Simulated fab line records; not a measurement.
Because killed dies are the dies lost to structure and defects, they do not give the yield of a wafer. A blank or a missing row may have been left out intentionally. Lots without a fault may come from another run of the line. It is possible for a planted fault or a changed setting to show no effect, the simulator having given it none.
Which tool is to blame?    flow berkeley-cmos170    9 lots, 27 wafers sampled, at 3 steps of a route of 331

## WHAT THE GAUGES SHOWED, per wafer
UCB170_GATE_THK_MEAS_02. Usual: GATE_OXIDE_THK typically reads 6.61 nm, with standard deviation 0.12.
lot   measured      on             GATE_OXIDE_THK (nm)  flag
L695  day 5 16:07   film-metro-04  6.83 6.59 6.76       
L696  day 5 16:04   film-metro-03  6.60 6.65 6.66       
L697  day 6 04:56   film-metro-03  6.66 6.50 6.73       
L698  day 6 04:55   film-metro-04  6.51 6.49 6.39       
L700  day 6 17:44   film-metro-03  6.67 6.82 6.76       
L705  day 8 06:36   film-metro-04  5.84 5.81 5.84       OFF
L706  day 8 12:20   film-metro-02  5.84 5.88 5.87       OFF
L714  day 10 03:46  film-metro-03  6.61 6.64 6.72       
L715  day 10 03:41  film-metro-03  6.50 6.67 6.70       

UCB170_GATE_CD_MEAS_90: the cd target is 350 nm. Usual: cd-nm at 350.4 nm, with a standard deviation of 1.6.
lot   measured      on         cd-nm (nm)         flag
L695  day 5 23:59   cd-sem-01  351.3 349.5 351.1  
L696  day 5 23:52   cd-sem-01  351.2 351.4 353.3  
L697  day 6 13:17   cd-sem-01  353.2 353.1 352.9  
L698  day 6 12:58   cd-sem-01  351.6 350.1 350.9  
L700  day 7 03:30   cd-sem-02  350.4 349.5 350.0  
L705  day 8 16:54   cd-sem-01  350.4 350.2 351.3  
L706  day 8 20:49   cd-sem-01  348.9 347.6 347.6  
L714  day 10 09:27  cd-sem-01  350.3 351.3 351.9  
L715  day 10 09:18  cd-sem-02  350.9 350.0 349.7  

## EACH LOT AND THE TOOL THAT RAN IT (in order: tool; ch and the chambers of the sampled wafers; start)
lot   UCB170_GATE_OXIDATION_01
L695  furnace-04 ch 0, day 5 14:34
L696  furnace-04 ch 0, day 5 14:34
L697  furnace-02 ch 0, day 6 03:25
L698  furnace-02 ch 0, day 6 03:25
L700  furnace-01 ch 0, day 6 16:14
L705  furnace-04 ch 0, day 8 05:05
L706  furnace-04 ch 0, day 8 10:50
L714  furnace-02 ch 0, day 10 02:10
L715  furnace-02 ch 0, day 10 02:10
- UCB170_GATE_OXIDATION_01: target thk 6.6 nm, ox time 1800 s.

## AS READ BY THE TOOLS THEMSELVES (means over the sampled wafers that have a number; for cases with no such wafer, the mark the record gives instead)
UCB170_GATE_OXIDATION_01. Usual: spike-tc-centre-C 851.9 C, standard deviation 0.96; spike-tc-source-C 869.8 C, standard deviation 2.1; tube-center-temp-C 850 C, standard deviation 0.078; tube_center_temp_C_max 852.2, standard deviation 0.34; zone-power-centre-pct 42.5 %, standard deviation 1.3.
lot   tool        spike-tc-centre-C (C)  spike-tc-source-C (C)  tube-center-temp-C (C)  tube_center_temp_C_max  zone-power-centre-pct (%)  flag
L695  furnace-04  851.7                  869.7                  850                     852.3                   43.1                       
L696  furnace-04  851.9                  868.6                  850                     852.6                   42.8                       
L697  furnace-02  851.2                  871.6                  850                     852.2                   41.7                       
L698  furnace-02  852.3                  871.4                  850                     852.1                   41.7                       
L700  furnace-01  852.1                  875.3                  850                     852.0                   39.0                       
L705  furnace-04  843.5                  859.8                  841                     843.2                   42.4                       OFF
L706  furnace-04  842.8                  859.4                  841                     843.6                   42.6                       OFF
L714  furnace-02  850.9                  870.8                  850                     852.3                   41.4                       
L715  furnace-02  852.1                  871.3                  850                     852.3                   41.5                       

## THE ANSWER, worked out from the rows above alone
Rule: a lot counts as off when the mean over its wafers that have a number is more than 3 standard deviations away from the usual mean. A lot without any number at a reading at which 4 lots or more have one is off too. Where the step has rows for the other lots, those lots are counted as sound. Order of review: gauges by route order, followed by the tools' own readings, for which a lot's mean as printed above is used. At the first step where some lot is off, the reading lying furthest off is the one used; lots without a number count as furthest.
Off: L705, L706, seen at UCB170_GATE_THK_MEAS_02 (GATE_OXIDE_THK).
If a tool, at a process step before that reading, ran all the lots that are off and no sound lot after the first of them, it fits. The gauges at UCB170_GATE_THK_MEAS_02 aren't tried: what is off there is off at UCB170_GATE_OXIDATION_01 too, on other tools, and a gauge's error can't cause that. One fits: furnace-04 at UCB170_GATE_OXIDATION_01. A fault onset in the window from L695 (day 5 14:34, its last sound lot) to L705 (day 8 05:05, its first lot off) fits.
The tool's own readings at UCB170_GATE_OXIDATION_01 bear it out: on the lots that are off they differ by more than 5 times the standard deviation of the sound lots' means. spike-tc-centre-C reads 843.1 C there against 851.7 C on the sound lots; spike-tc-source-C reads 859.6 C there against 871.2 C on the sound lots; tube-center-temp-C reads 841 C there against 850 C on the sound lots; tube_center_temp_C_max reads 843.4 there against 852.3 on the sound lots.

## WHAT WAS PUT IN BY THE SIMULATOR
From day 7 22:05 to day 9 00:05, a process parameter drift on furnace-04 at UCB170_GATE_OXIDATION_01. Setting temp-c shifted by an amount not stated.
Struck lots among those shown: L705, L706. This agrees with what the rule above found.
